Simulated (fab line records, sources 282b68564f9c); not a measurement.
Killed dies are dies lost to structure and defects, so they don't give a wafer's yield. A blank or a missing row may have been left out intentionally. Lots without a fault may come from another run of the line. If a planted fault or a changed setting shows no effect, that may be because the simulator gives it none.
A lot that was struck, set against a sound lot + flow rit-cmos + 18 out of 202 route steps
Sound: the wafers L624.2, L624.4, L624.5. Wafers struck: L626.2, L626.4, L626.6. The cause comes at the end.
Each step with rows lists, per side, the tool, then ch with its chambers, then its first start. Under that, the readings that differ: sound wafers + struck wafers + difference of the means + sigmas: that difference in standard deviations of wafers without a fault.
alike: same words and numbers on both sides, and readings whose means sit less than 2 such deviations apart. not compared: any withheld reading, any reading some wafer has no value for, any bound like >300 that may hide the same value, and any number with overlapping values for which the record gives no deviation.
A row with sigmas, a row that says differs or no value, or rows on one side alone: a step with any of these is where the two part. Numbers that have no deviation but don't overlap get no sigmas and don't part them. Lack of a reading on every wafer of one side parts them only where that side has two or more wafers.

RIT_M1_SPUTTER_00: material Al, target thk 400 nm, time 500 s.
  sound: pvd-sputter-02 at day 5 15:13; struck: pvd-sputter-04 at day 5 21:32
  alike: throttle-valve-pct
RIT_M1_RS_MEAS_01: measurement is done with a four-point probe.
  sound: film-metro-04 at day 5 15:32; struck: film-metro-04 at day 5 21:51
  alike: M1_AL_RS
RIT_M1_THK_MEAS_02: measures by xrf.
  sound: film-metro-04 at day 5 15:38; struck: film-metro-04 at day 5 21:58
  alike: M1_AL_THK
then, 6 steps without rows for these wafers: RIT_M1_HMDS_03 (prime time 60 s); RIT_M1_COAT_04 (resist thk 1300 nm); RIT_M1_SOFTBAKE_05 (time 60 s); RIT_M1_EXPOSE_06 (exposes mask M12, target cd 2600 nm); RIT_M1_PEB_07; RIT_M1_DEVELOP_08 (develop time 68 s).
RIT_M1_CD_MEAS_09 targets a cd of 2600 nm.
  sound: cd-sem-02 at day 5 16:50; struck: cd-sem-01 at day 5 22:55
| reading    | sound                | struck               | difference | sigmas |
|------------|----------------------|----------------------|------------|--------|
| cd-nm (nm) | 2596.2 2596.6 2595.4 | 2600.8 2601.6 2602.4 | +5.5       | +2     |
RIT_M1_OVL_MEAS_10:
  sound: overlay-02 at day 5 16:56; struck: overlay-02 at day 5 23:01
  alike: M1_OVL
then, 1 step without rows for these wafers: RIT_M1_HARDBAKE_11 (time 120 s).
RIT_M1_METAL_ETCH_12: etches Al in Cl2/BCl3, stops on SiO2, time 165 s, target depth 600 nm.
  sound on rie-metal-02 ch 0,1, day 5 17:13; struck on rie-metal-04 ch 0,1, day 5 23:18
  no value came back on the struck wafers for any of 6 readings (bcl3-flow-sccm (sccm), chamber-pressure-mTorr (mTorr) and others); on the sound wafers bcl3-flow-sccm (sccm) reads 49.87 50.11 49.88
| reading                                  | sound             | struck            | difference | sigmas |
|------------------------------------------|-------------------|-------------------|------------|--------|
| model.NOVOLAK_of_M1_COAT_04.thk-nm (nm)  | 811.8 810.6 803.2 | 1137 1137 1137    | +328       |        |
| model.SiO2_of_CONTACT_CVD_00.thk-nm (nm) | 358.3 360.5 367.1 | 396.3 400.5 404.9 | +38.6      |        |
  not compared: rf-hours-counter-h
then, 1 step without rows for these wafers: RIT_M1_STRIP_13 (strips in nmp, time 600 s).
RIT_M1_STRIP_14: strips in O2, time 180 s.
  sound on plasma-asher-02 ch 0,1, day 5 17:34; struck on plasma-asher-02 ch 0,1, day 5 23:38
  alike: drypump-motor-current-A, rf-refl-power-W
  not compared: rf-hours-counter-h
RIT_M1_CD_MEAS_90 targets a cd of 2600 nm.
  sound: cd-sem-01 at day 5 17:46; struck: cd-sem-01 at day 5 23:50
| reading    | sound                | struck | difference                    | sigmas |
|------------|----------------------|--------|-------------------------------|--------|
| cd-nm (nm) | 2595.7 2596.1 2594.2 | - - -  | no value on the struck wafers |        |
then, 1 step without rows for these wafers: RIT_M1_ANNEAL_15 (time 1800 s).
RIT_M1_PROBE_99:
  sound: prober-02 at day 5 19:39; struck: prober-02 at day 6 01:36
| reading                  | sound          | struck         | difference | sigmas      |
|--------------------------|----------------|----------------|------------|-------------|
| defect-limited-yield (%) | 98.1 95.1 95.8 | 0 0 0          | -96        | -74         |
| killed_at_M0_to_M3       | 0 0 0          | 258 256 260    | +258       | +99 or more |
| killed-dies              | 5 13 11        | 264 264 264    | +254       | +77         |
| killed-on-rim            | 1 5 3          | 70 70 70       | +67        | +45         |
| sort_bin_5_function (%)  | 1.5 3.0 2.3    | 99.2 98.9 99.2 | +96.8      | +99 or more |
| sort-n-pass              | 259 251 253    | 0 0 0          | -254       | -77         |
| sort-yield-pct (%)       | 98.1 95.1 95.8 | 0 0 0          | -96        | -74         |
  alike: killed-at-contacts, killed-at-front-end, killed-open, killed-short, sort_bin_3_pad_short, sort_bin_6_memory

## WHERE THEY PART
First at RIT_M1_CD_MEAS_09; last, within this record, at RIT_M1_PROBE_99.

WHY: whatever the simulator had introduced
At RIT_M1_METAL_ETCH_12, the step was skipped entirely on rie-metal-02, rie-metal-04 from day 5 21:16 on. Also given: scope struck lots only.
